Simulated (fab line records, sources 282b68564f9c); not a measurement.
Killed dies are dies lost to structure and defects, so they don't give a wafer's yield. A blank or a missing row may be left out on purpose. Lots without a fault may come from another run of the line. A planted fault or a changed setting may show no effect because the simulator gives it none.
A struck lot beside a sound one | flow rit_cmos | 15 steps out of a route of 202
Sound: wafers L783.3, L783.4, L783.5. Struck: wafers L788.2, L788.4, L788.6. The cause comes at the end.
At each step with rows: each side's tool, then ch and its chambers, then its first start. Under that, the readings that differ: sound wafers | struck wafers | difference of the means | sigmas: that difference in standard deviations of wafers without a fault.
alike: readings whose means differ by less than 2 such deviations, and words and numbers that are the same on both sides. not compared: withheld readings, readings that some wafer has no value for, bounds like >300 that may hide the same value, and numbers for which the record gives no deviation and whose values overlap.
The two part at a step that has a row with sigmas, a row that says differs or no value, or rows on one side only. Numbers that don't overlap but have no deviation are shown without sigmas and don't part them. A reading that every wafer of one side lacks parts them only if that side has two wafers or more.

RIT_SILICIDE_RTA_06: time 10 s, ramp up 5 s, ramp down 10 s.
  sound on rtp_anneal-02 ch 0, day 5 03:10; struck on rtp_anneal-01 ch 0, day 6 02:31
  reading          | sound             | struck            | difference | sigmas
  wafer_temp_C_max | 754.6 756.2 756.6 | 752.9 752.5 751.9 | -3.4       | -2
RIT_CONTACT_CVD_00: deposits SiO2 from TEOS, target thk 400 nm, time 61 s.
  sound on pecvd-02 ch 0,2, day 5 03:12; struck on pecvd-03 ch 0,1,2, day 6 02:34
  alike: heater_power_w
RIT_CONTACT_THK_MEAS_01:
  sound on film_metro-03, day 5 03:16; struck on film_metro-03, day 6 02:37
  alike: CONTACT_TEOS_THK
then, 6 steps without rows for these wafers: RIT_CONTACT_HMDS_02 (prime time 60 s); RIT_CONTACT_COAT_03 (resist thk 1000 nm); RIT_CONTACT_SOFTBAKE_04 (time 60 s); RIT_CONTACT_EXPOSE_05 (exposes mask M11, target cd 1000 nm); RIT_CONTACT_PEB_06; RIT_CONTACT_DEVELOP_07 (develop time 120 s).
RIT_CONTACT_CD_MEAS_08: target cd 1000 nm.
  sound on cd_sem-02, day 5 04:26; struck on cd_sem-02, day 6 03:47
  alike: cd_nm
RIT_CONTACT_OVL_MEAS_09:
  sound on overlay-01, day 5 04:32; struck on overlay-02, day 6 03:53
  alike: CONTACT_OVL
then, 1 step without rows for these wafers: RIT_CONTACT_HARDBAKE_10 (time 60 s).
RIT_CONTACT_ETCH_11: etches SiO2 in CHF3/CF4/Ar, stops on TiSi2, target depth 480 nm, time 320 s.
  sound on rie_diel-04 ch 0,1,3, day 5 04:47; struck on rie_diel-02 ch 2,3, day 6 04:04
  reading                                      | sound         | struck            | difference | sigmas
  model.NOVOLAK_of_CONTACT_COAT_03.thk_nm (nm) | 772 769.5 767 | 727.8 730.2 723.3 | -42.4      |
  alike: drypump_motor_current_A, oes_product_au, throttle_valve_pct
  not compared: rf_hours_counter_h
RIT_CONTACT_STRIP_12: strips in O2, time 180 s.
  sound on plasma_asher-03 ch 0,1, day 5 05:02; struck on plasma_asher-04 ch 0,1, day 6 04:16
  alike: drypump_motor_current_A
  not compared: rf_hours_counter_h
RIT_M1_PROBE_99:
  sound on prober-01, day 5 09:53; struck on prober-02, day 6 08:58
  reading                                                 | sound                | struck               | difference | sigmas
  model.etest.nmos_0p15.junction_log10_a_um               | -13.69 -13.59 -13.6  | -11.71 -11.64 -11.77 | +1.92      |
  model.etest.nmos_narrow.off_log10_a_um                  | -13.19 -13.18 -13.28 | -11.7 -11.63 -11.78  | +1.5       |
  model.etest.nmos_0p3.off_log10_a_um                     | -13.1 -13.04 -13.02  | -11.7 -11.63 -11.77  | +1.4       |
  model.etest.gate_end_array.leak_log10_a_um              | -12.84 -12.79 -12.83 | -11.55 -11.46 -11.54 | +1.30      |
  model.etest.pmos_0p15.junction_log10_a_um               | -13.73 -13.75 -13.82 | -12.68 -12.62 -12.74 | +1.09      |
  model.etest.contact_diode_array.leak_log10_a (angstrom) | -9.537 -9.591 -9.566 | -8.496 -8.492 -8.445 | +1.087     |
  model.etest.pmos_0p3.off_log10_a_um                     | -12.85 -12.68 -12.9  | -12.57 -12.47 -12.54 | +0.28      |
  alike: killed_at_M0_to_M3, killed_at_contacts, killed_at_front_end, killed_dies, killed_open, killed_short
  not compared: model.etest.antenna_contact.gate_log10_a_cm2

WHERE THEY PART
Only at RIT_SILICIDE_RTA_06, within this record. Later steps at which nothing parts them and some readings are alike: RIT_CONTACT_CVD_00, RIT_CONTACT_THK_MEAS_01, RIT_CONTACT_CD_MEAS_08, RIT_CONTACT_OVL_MEAS_09, RIT_CONTACT_ETCH_11, RIT_CONTACT_STRIP_12, RIT_M1_PROBE_99.

WHY: what the simulator had put in
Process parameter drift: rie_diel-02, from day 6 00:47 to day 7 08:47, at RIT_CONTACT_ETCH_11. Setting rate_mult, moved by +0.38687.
